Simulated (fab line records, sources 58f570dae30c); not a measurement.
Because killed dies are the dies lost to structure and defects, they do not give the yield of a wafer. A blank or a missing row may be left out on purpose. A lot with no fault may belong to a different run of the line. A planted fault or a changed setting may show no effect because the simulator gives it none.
fab line records | flow berkeleyCmos170
[record] lots = 15 | wafers = 45 | lastDay = 12
route steps=331 shown SDANNEAL@204 CONTACT@224 M2@281 M3@316
lots that met no fault: taken from a fault-free run of the same line
startH: hours from the record's opening day to when the first of the lot's shown wafers began | waitH: how many hours have passed since the lot's step before this one | " identical to the entry in the row above | L1.1+2: one row covering several wafers at once | - no value, or no start given | * or withheld: withheld | < > ~ a bound
route shown NAME@n: names a module that has steps shown in the file, with the first one's number in the route | usual: the fault-free wafers' mean and standard deviation | same: alike in all rows | chamber/n: place in a boat | sites: the reading at each site | _std_site: how widely they spread, as a standard deviation | _edge_site: outer sites' mean less inner sites' | radiusMm: how far each site lies from the wafer's centre | mask NAME#n: copy n | behind: tool/chamber where the wafer was last shaped | hold: why the lot went on hold/how many hours it stayed there/how the hold came to an end | device: the n, p or np transistor that did not switch | end of line: tests of these same wafers at the route's end | a step given without rows: its recipe and nothing more | killed: at the first sort, the dies lost to defects and structure; wafer yield is something else | map: a wafer's dies, marking killed ones x, the rest . and places with no die _
set.NAME: setting as actually run; set.NAME@STEP: the setting as run at that earlier step | model.NAME: the simulator's own value behind a step, which no gauge read
one table for each step of the route and one row for each wafer, over a sample of lots
services: a tool's chamber out of use, with start hour (startH, from the record's first day; less than 0 if before it), hours out, and reason
[[steps]]
[step UCB170_SDANNEAL_RTA_00]
[recipe] tempC = 900 | timeS = 10 | ambient = N2
[usual] lampPowerPct = 25.6/1.4 | wafer_temp_C_max = 904.2/0.89
lot.wafer | tool         | chamber | startH | waitH | lampPowerPct | wafer_temp_C_max
L948.1    | rtpAnneal-01 | 0       | 151.00 | 0.0   | 24.4         | 905.6
L948.2    | "            | 0       | "      | "     | 24.4         | 903.1
L948.3    | "            | 0       | "      | "     | 24.4         | 903.8
L949.1    | rtpAnneal-02 | 0       | 151.24 | 0.0   | 27.3         | 903.1
L949.2    | "            | 0       | "      | "     | 27.3         | 903.7
L949.3    | "            | 0       | "      | "     | 27.2         | 904.0
L951.3    | rtpAnneal-01 | 0       | 173.72 | 0.0   | 24.4         | 904.0
L951.4    | "            | 0       | "      | "     | 24.4         | 904.9
L951.6    | "            | 0       | "      | "     | 24.4         | 904.9
L950.2    | rtpAnneal-02 | 0       | 173.89 | 0.0   | 27.3         | 903.7
L950.3    | "            | 0       | "      | "     | 27.3         | 902.9
L950.5    | "            | 0       | "      | "     | 27.2         | 904.9
L952.3    | rtpAnneal-01 | 0       | 179.43 | 0.0   | 24.4         | 904.2
L952.5    | "            | 0       | "      | "     | 24.4         | 903.6
L952.6    | "            | 0       | "      | "     | 24.4         | 905.6
L953.1    | rtpAnneal-02 | 0       | 179.84 | 0.0   | 27.3         | 903.5
L953.5    | "            | 0       | "      | "     | 27.3         | 903.3
L953.6    | "            | 0       | "      | "     | 27.2         | 904.2
L955.1    | rtpAnneal-01 | 0       | 200.21 | 0.0   | 24.4         | 903.6
L955.3    | "            | 0       | "      | "     | 24.4         | 902.7
L955.5    | "            | 0       | "      | "     | 24.4         | 903.4
L956.4    | rtpAnneal-02 | 0       | 200.24 | 0.0   | 27.2         | 903.7
L956.5    | "            | 0       | "      | "     | 27.2         | 901.9
L956.6    | "            | 0       | "      | "     | 27.2         | 904.0
L958.1    | rtpAnneal-02 | 0       | 203.66 | 0.0   | 27.3         | 903.9
L958.2    | "            | 0       | "      | "     | 27.2         | 904.9
L958.3    | "            | 0       | "      | "     | 27.2         | 905.3
L959.3    | rtpAnneal-01 | 0       | 204.05 | 0.0   | 24.4         | 903.4
L959.4    | "            | 0       | "      | "     | 24.4         | 902.6
L959.5    | "            | 0       | "      | "     | 24.4         | 903.8
L960.4    | rtpAnneal-01 | 0       | 204.45 | 0.0   | 24.4         | 903.4
L960.5    | "            | 0       | "      | "     | 24.4         | 905.3
L960.6    | "            | 0       | "      | "     | 24.4         | 905.1
L966.1    | rtpAnneal-01 | 0       | 236.51 | 0.0   | 24.4         | 904.2
L966.2    | "            | 0       | "      | "     | 24.4         | 905.4
L966.6    | "            | 0       | "      | "     | 24.4         | 904.0
L968.1    | rtpAnneal-01 | 0       | 257.27 | 0.0   | 24.4         | 903.4
L968.4    | "            | 0       | "      | "     | 24.4         | 905.2
L968.6    | "            | 0       | "      | "     | 24.4         | 904.1
L967.2    | rtpAnneal-01 | 0       | 258.90 | 0.0   | 24.4         | 907.2
L967.3    | "            | 0       | "      | "     | 24.4         | 906.0
L967.4    | "            | 0       | "      | "     | 24.4         | 905.4
L970.1    | rtpAnneal-01 | 0       | 264.90 | 0.0   | 24.4         | 903.0
L970.4    | "            | 0       | "      | "     | 24.4         | 904.5
L970.5    | "            | 0       | "      | "     | 24.4         | 903.9
[step UCB170_CONTACT_RTA_08]
[recipe] tempC = 900 | timeS = 10 | ambient = N2
[usual] lampPowerPct = 25.8/1.4 | wafer_temp_C_max = 904.1/0.75
lot.wafer | tool         | chamber | startH | waitH | lampPowerPct | wafer_temp_C_max
L948.1    | rtpAnneal-01 | 0       | 154.72 | 0.0   | 24.4         | 903.5
L948.2    | "            | 0       | "      | "     | 24.4         | 904.3
L948.3    | "            | 0       | "      | "     | 24.4         | 903.9
L949.1    | rtpAnneal-02 | 0       | 156.60 | 0.0   | 27.3         | 905.4
L949.2    | "            | 0       | "      | "     | 27.3         | 904.1
L949.3    | "            | 0       | "      | "     | 27.2         | 907.2
L951.3    | rtpAnneal-01 | 0       | 177.46 | 0.0   | 24.4         | 903.3
L951.4    | "            | 0       | "      | "     | 24.4         | 903.8
L951.6    | "            | 0       | "      | "     | 24.4         | 903.8
L950.2    | rtpAnneal-02 | 0       | 177.68 | 0.0   | 27.2         | 903.1
L950.3    | "            | 0       | "      | "     | 27.3         | 903.9
L950.5    | "            | 0       | "      | "     | 27.3         | 905.1
L953.1    | rtpAnneal-02 | 0       | 184.62 | 0.0   | 27.2         | 903.6
L953.5    | "            | 0       | "      | "     | 27.2         | 903.3
L953.6    | "            | 0       | "      | "     | 27.2         | 904.7
L952.3    | rtpAnneal-01 | 0       | 184.64 | 0.0   | 24.4         | 903.5
L952.5    | "            | 0       | "      | "     | 24.4         | 903.4
L952.6    | "            | 0       | "      | "     | 24.4         | 904.2
L955.1    | rtpAnneal-01 | 0       | 203.96 | 0.0   | 24.4         | 904.8
L955.3    | "            | 0       | "      | "     | 24.4         | 905.1
L955.5    | "            | 0       | "      | "     | 24.4         | 905.3
L956.4    | rtpAnneal-02 | 0       | 204.00 | 0.0   | 27.3         | 904.6
L956.5    | "            | 0       | "      | "     | 27.3         | 903.4
L956.6    | "            | 0       | "      | "     | 27.2         | 903.4
L958.1    | rtpAnneal-02 | 0       | 207.53 | 0.0   | 27.2         | 905.6
L958.2    | "            | 0       | "      | "     | 27.3         | 902.7
L958.3    | "            | 0       | "      | "     | 27.2         | 904.3
L959.3    | rtpAnneal-01 | 0       | 209.34 | 0.0   | 24.4         | 904.1
L959.4    | "            | 0       | "      | "     | 24.4         | 904.4
L959.5    | "            | 0       | "      | "     | 24.4         | 903.4
L960.4    | rtpAnneal-02 | 0       | 209.47 | 0.0   | 27.3         | 903.4
L960.5    | "            | 0       | "      | "     | 27.2         | 903.0
L960.6    | "            | 0       | "      | "     | 27.2         | 903.3
L966.1    | rtpAnneal-01 | 0       | 242.63 | 0.0   | 24.5         | 903.8
L966.2    | "            | 0       | "      | "     | 24.4         | 904.8
L966.6    | "            | 0       | "      | "     | 24.4         | 906.3
L968.1    | rtpAnneal-01 | 0       | 261.90 | 0.0   | 24.4         | 904.1
L968.4    | "            | 0       | "      | "     | 24.4         | 903.3
L968.6    | "            | 0       | "      | "     | 24.4         | 904.2
L967.2    | rtpAnneal-02 | 0       | 262.81 | 0.0   | 27.3         | 904.1
L967.3    | "            | 0       | "      | "     | 27.3         | 904.9
L967.4    | "            | 0       | "      | "     | 27.2         | 902.7
L970.1    | rtpAnneal-01 | 0       | 268.99 | 0.0   | 24.4         | 904.3
L970.4    | "            | 0       | "      | "     | 24.4         | 904.1
L970.5    | "            | 0       | "      | "     | 24.4         | 904.6
[step UCB170_M2_COAT_10]
[recipe] resist = KrF | spinRpm = 1500 | resistThkNm = 900
[usual] spinSpeedRpm = 1499.8/1
lot.wafer | tool          | chamber | startH | waitH | spinSpeedRpm
L948.1    | lithoTrack-02 | 0       | 163    | -     | 1499.3
L948.2    | "             | 0       | "      | "     | 1499.5
L948.3    | "             | 0       | "      | "     | 1499.6
L949.1    | lithoTrack-03 | 0       | 168    | -     | 1500.6
L949.2    | "             | 0       | "      | "     | 1500.3
L949.3    | "             | 0       | "      | "     | 1499.0
L951.3    | lithoTrack-03 | 0       | 187    | -     | 1497.7
L951.4    | "             | 0       | "      | "     | 1498.6
L951.6    | "             | 0       | 188    | -     | 1500.9
L950.2    | lithoTrack-01 | 0       | 188    | -     | 1501.1
L950.3    | "             | 0       | "      | "     | 1500.7
L950.5    | "             | 0       | "      | "     | 1500.9
L952.3    | lithoTrack-02 | 0       | 194    | -     | 1499.7
L952.5    | "             | 0       | "      | "     | 1499.7
L952.6    | "             | 0       | "      | "     | 1500.6
L953.1    | lithoTrack-01 | 0       | 197    | -     | 1501.8
L953.5    | "             | 0       | "      | "     | 1501.1
L953.6    | "             | 0       | "      | "     | 1499.8
L955.1    | lithoTrack-03 | 0       | 218    | -     | 1501.5
L955.3    | "             | 0       | "      | "     | 1498.3
L955.5    | "             | 0       | "      | "     | 1499.9
L956.4    | lithoTrack-01 | 0       | 218    | -     | 1500.0
L956.5    | "             | 0       | "      | "     | 1500.6
L956.6    | "             | 0       | "      | "     | 1500.2
L958.1    | lithoTrack-02 | 0       | 219    | -     | 1502.1
L958.2    | "             | 0       | "      | "     | 1501.1
L958.3    | "             | 0       | "      | "     | 1499.2
L959.3    | lithoTrack-01 | 0       | 227    | -     | 1498.5
L959.4    | "             | 0       | "      | "     | 1500.1
L959.5    | "             | 0       | "      | "     | 1498.2
L960.4    | lithoTrack-03 | 0       | 228    | -     | 1497.8
L960.5    | "             | 0       | "      | "     | 1497.9
L960.6    | "             | 0       | "      | "     | 1498.6
L966.1    | lithoTrack-02 | 0       | 253    | -     | 1500.7
L966.2    | "             | 0       | "      | "     | 1499.9
L966.6    | "             | 0       | "      | "     | 1500.0
L968.1    | lithoTrack-01 | 0       | 270    | -     | 1636.5
L968.4    | "             | 0       | "      | "     | 1633.9
L968.6    | "             | 0       | "      | "     | 1635.6
L967.2    | lithoTrack-01 | 0       | 272    | -     | 1634.0
L967.3    | "             | 0       | "      | "     | 1633.9
L967.4    | "             | 0       | "      | "     | 1635.6
L970.1    | lithoTrack-01 | 0       | 278    | -     | 1634.3
L970.4    | "             | 0       | "      | "     | 1636.4
L970.5    | "             | 0       | "      | "     | 1637.2
[step UCB170_M2_STRIP_19]
[recipe] chemistry = O2 | powerW = 400 | pressureMtorr = 3500 | platenTempC = withheld | o2FlowSccm = 400 | overashFraction = 0.5
[usual] drypumpMotorCurrentA = 5.8/0.56 | oesProductAu = 0.547/0.0091
lot.wafer | tool           | chamber | startH | waitH | drypumpMotorCurrentA | oesProductAu | rfHoursCounterH
L948.1    | plasmaAsher-03 | 1       | 165.56 | 0.1   | 6.0                  | 0.548        | 46
L948.2    | "              | 0       | "      | "     | 4.9                  | 0.549        | 46
L948.3    | "              | 0       | "      | "     | 4.9                  | 0.543        | -
L949.1    | plasmaAsher-02 | 1       | 169.53 | 0.1   | 5.9                  | 0.548        | 39
L949.2    | "              | 0       | "      | "     | 6.2                  | 0.553        | 39
L949.3    | "              | 0       | "      | "     | 6.2                  | 0.546        | -
L951.3    | plasmaAsher-03 | 1       | 190.13 | 0.1   | 6.0                  | 0.546        | -
L951.4    | "              | 0       | "      | "     | 4.9                  | 0.534        | -
L951.6    | "              | 1       | "      | "     | 6.0                  | 0.540        | -
L950.2    | plasmaAsher-01 | 1       | 190.37 | 0.1   | 5.1                  | 0.559        | 8
L950.3    | "              | 1       | "      | "     | 5.1                  | 0.564        | -
L950.5    | "              | 0       | "      | "     | 6.4                  | 0.547        | -
L952.3    | plasmaAsher-01 | 0       | 196.60 | 0.1   | 6.5                  | 0.558        | -
L952.5    | "              | 0       | "      | "     | 6.5                  | 0.551        | -
L952.6    | "              | 1       | "      | "     | 5.1                  | 0.552        | -
L953.1    | plasmaAsher-01 | 1       | 198.67 | 0.1   | 5.1                  | 0.554        | 9
L953.5    | "              | 1       | "      | "     | 5.1                  | 0.544        | -
L953.6    | "              | 0       | "      | "     | 6.5                  | 0.555        | -
L955.1    | plasmaAsher-03 | 1       | 219.26 | 0.1   | 6.0                  | 0.538        | 52
L955.3    | "              | 1       | "      | "     | 6.0                  | 0.532        | -
L955.5    | "              | 0       | "      | "     | 4.9                  | 0.530        | -
L956.4    | plasmaAsher-02 | 1       | 219.58 | 0.1   | 5.9                  | 0.544        | -
L956.5    | "              | 0       | "      | "     | 6.2                  | 0.540        | -
L956.6    | "              | 1       | "      | "     | 5.9                  | 0.547        | -
L958.1    | plasmaAsher-03 | 1       | 220.29 | 0.1   | 6.0                  | 0.544        | 52
L958.2    | "              | 0       | "      | "     | 4.9                  | 0.548        | 52
L958.3    | "              | 1       | "      | "     | 6.1                  | 0.552        | -
L959.3    | plasmaAsher-01 | 1       | 229.12 | 0.1   | 5.1                  | 0.547        | -
L959.4    | "              | 0       | "      | "     | 6.5                  | 0.562        | -
L959.5    | "              | 1       | "      | "     | 5.1                  | 0.555        | -
L960.4    | plasmaAsher-02 | 1       | 229.33 | 0.1   | 5.9                  | 0.550        | -
L960.5    | "              | 0       | "      | "     | 6.2                  | 0.543        | -
L960.6    | "              | 1       | "      | "     | 5.9                  | 0.545        | -
L966.1    | plasmaAsher-02 | 1       | 255.19 | 0.1   | 5.9                  | 0.557        | 47
L966.2    | "              | 0       | "      | "     | 6.2                  | 0.567        | 47
L966.6    | "              | 1       | "      | "     | 5.9                  | 0.555        | -
L968.1    | plasmaAsher-01 | 1       | 272.09 | 0.3   | 5.1                  | 0.513        | 17
L968.4    | "              | 0       | "      | "     | 6.4                  | 0.502        | -
L968.6    | "              | 0       | "      | "     | 6.4                  | 0.494        | -
L967.2    | plasmaAsher-02 | 0       | 273.32 | 0.1   | 6.2                  | 0.509        | 49
L967.3    | "              | 0       | "      | "     | 6.2                  | 0.498        | -
L967.4    | "              | 1       | "      | "     | 5.9                  | 0.509        | -
L970.1    | plasmaAsher-02 | 1       | 280.03 | 0.1   | 5.9                  | 0.498        | 50
L970.4    | "              | 1       | "      | "     | 5.9                  | 0.508        | -
L970.5    | "              | 0       | "      | "     | 6.2                  | 0.523        | -
[step UCB170_M3_STRIP_07]
[recipe] chemistry = O2 | powerW = 400 | pressureMtorr = 3500 | platenTempC = withheld | o2FlowSccm = 400 | overashFraction = 0.5
[usual] drypumpMotorCurrentA = 5.9/0.59 | oesProductAu = 0.735/0.0047 | stripTimeToEndpointS = 22.02/0.058
lot.wafer | tool           | chamber | startH | waitH | drypumpMotorCurrentA | oesProductAu | rfHoursCounterH | stripTimeToEndpointS
L948.1    | plasmaAsher-04 | 0       | 169.74 | 0.1   | 5.1                  | 0.739        | 41              | 22.02
L948.2    | "              | 1       | "      | "     | 6.7                  | 0.735        | 41              | 22.05
L948.3    | "              | 1       | "      | "     | 6.6                  | 0.732        | -               | 22.10
L949.1    | plasmaAsher-04 | 1       | 173.14 | 0.1   | 6.6                  | 0.738        | 42              | 21.95
L949.2    | "              | 0       | "      | "     | 5.1                  | 0.739        | 42              | 21.87
L949.3    | "              | 0       | "      | "     | 5.1                  | 0.733        | -               | 22.00
L951.3    | plasmaAsher-04 | 1       | 193.86 | 0.1   | 6.6                  | 0.731        | -               | 21.94
L951.4    | "              | 0       | "      | "     | 5.1                  | 0.732        | -               | 21.92
L951.6    | "              | 0       | "      | "     | 5.1                  | 0.737        | -               | 21.95
L950.2    | plasmaAsher-02 | 0       | 194.42 | 0.1   | 6.2                  | 0.732        | 41              | 21.92
L950.3    | "              | 0       | "      | "     | 6.2                  | 0.737        | -               | 22.04
L950.5    | "              | 1       | "      | "     | 5.9                  | 0.738        | -               | 21.99
L952.3    | plasmaAsher-04 | 0       | 200.18 | 0.1   | 5.1                  | 0.734        | -               | 22.00
L952.5    | "              | 1       | "      | "     | 6.6                  | 0.731        | -               | 21.98
L952.6    | "              | 0       | "      | "     | 5.1                  | 0.739        | -               | 22.00
L953.1    | plasmaAsher-04 | 0       | 202.45 | 0.1   | 5.1                  | 0.741        | 45              | 22.02
L953.5    | "              | 1       | "      | "     | 6.6                  | 0.743        | -               | 22.03
L953.6    | "              | 0       | "      | "     | 5.1                  | 0.732        | -               | 22.07
L955.1    | plasmaAsher-04 | 0       | 222.66 | 0.1   | 5.1                  | 0.741        | 47              | 22.06
L955.3    | "              | 1       | "      | "     | 6.6                  | 0.729        | -               | 22.06
L955.5    | "              | 0       | "      | "     | 5.1                  | 0.740        | -               | 22.05
L956.4    | plasmaAsher-04 | 0       | 223.14 | 0.1   | 5.1                  | 0.731        | -               | 22.08
L956.5    | "              | 1       | "      | "     | 6.6                  | 0.736        | -               | 22.03
L956.6    | "              | 0       | "      | "     | 5.1                  | 0.737        | -               | 21.96
L958.1    | plasmaAsher-01 | 1       | 225.19 | 0.1   | 5.1                  | 0.727        | 11              | 22.06
L958.2    | "              | 0       | "      | "     | 6.4                  | 0.742        | 11              | 21.98
L958.3    | "              | 0       | "      | "     | 6.4                  | 0.736        | -               | 22.01
L959.3    | plasmaAsher-04 | 1       | 235.10 | 0.1   | 6.6                  | 0.739        | -               | 21.93
L959.4    | "              | 0       | "      | "     | 5.1                  | 0.732        | -               | 22.00
L959.5    | "              | 0       | "      | "     | 5.1                  | 0.734        | -               | 22.01
L960.4    | plasmaAsher-02 | 1       | 235.10 | 0.1   | 5.9                  | 0.732        | -               | 22.07
L960.5    | "              | 0       | "      | "     | 6.2                  | 0.738        | -               | 22.03
L960.6    | "              | 1       | "      | "     | 5.9                  | 0.723        | -               | 22.09
L966.1    | plasmaAsher-02 | 0       | 258.80 | 0.1   | 6.2                  | 0.738        | 48              | 21.96
L966.2    | "              | 1       | "      | "     | 5.9                  | 0.730        | 48              | 22.04
L966.6    | "              | 0       | "      | "     | 6.2                  | 0.731        | -               | 22.00
L968.1    | plasmaAsher-02 | 0       | 275.51 | 0.1   | 6.2                  | 0.738        | 49              | 21.93
L968.4    | "              | 1       | "      | "     | 5.9                  | 0.730        | -               | 21.96
L968.6    | "              | 0       | "      | "     | 6.2                  | 0.740        | -               | 21.95
L967.2    | plasmaAsher-02 | 1       | 276.74 | 0.1   | 5.9                  | 0.734        | 50              | 22.09
L967.3    | "              | 0       | "      | "     | 6.2                  | 0.737        | -               | 22.14
L967.4    | "              | 1       | "      | "     | 5.9                  | 0.737        | -               | 22.13
L970.1    | plasmaAsher-02 | 1       | 284.17 | 0.1   | 5.9                  | 0.740        | 51              | 22.05
L970.4    | "              | 0       | "      | "     | 6.2                  | 0.733        | -               | 22.05
L970.5    | "              | 1       | "      | "     | 5.9                  | 0.736        | -               | 22.04
[[services]]
tool           | chamber | startH | hours | kind
rtpAnneal-01   | -       | 145.52 | 4.2   | pm
rtpAnneal-01   | -       | 206.38 | 0.3   | repair
plasmaAsher-01 | -       | 219.53 | 4.8   | repair
plasmaAsher-02 | -       | 223.58 | 2.8   | repair
plasmaAsher-03 | -       | 273.42 | 2.8   | pm
[[key]]
[firstSign] step = UCB170_M2_COAT_10 | reading = spinSpeedRpm | direction = up | sigmas = 99+ | usual = 1499.8 | struck = 1635.3
[effect] step = UCB170_M2_STRIP_19 | reading = oesProductAu | direction = down | sigmas = 4.6 | usual = 0.547 | struck = 0.506
metAt UCB170_M2_COAT_10
struckLots L967,L968,L970
sortLeftOut L967.2,L967.3,L967.4,L970.1,L970.4,L970.5
notActingAt UCB170_SDANNEAL_RTA_00,UCB170_CONTACT_RTA_08,UCB170_M3_STRIP_07
onsetBetween 227 270
[fault] kind = processParameterDrift | tool = lithoTrack-01 | chamber = - | onsetH = 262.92 | steps = UCB170_M2_COAT_10 | channel = spinRpm | offset = 135.61 | shape = step | endH = 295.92 | actsIn = theseRecipesOnly | stated = 1500
// sortLeftOut: the simulated sort isn't trusted on such a fault, so these wafers' sort isn't shown, and their yield isn't known
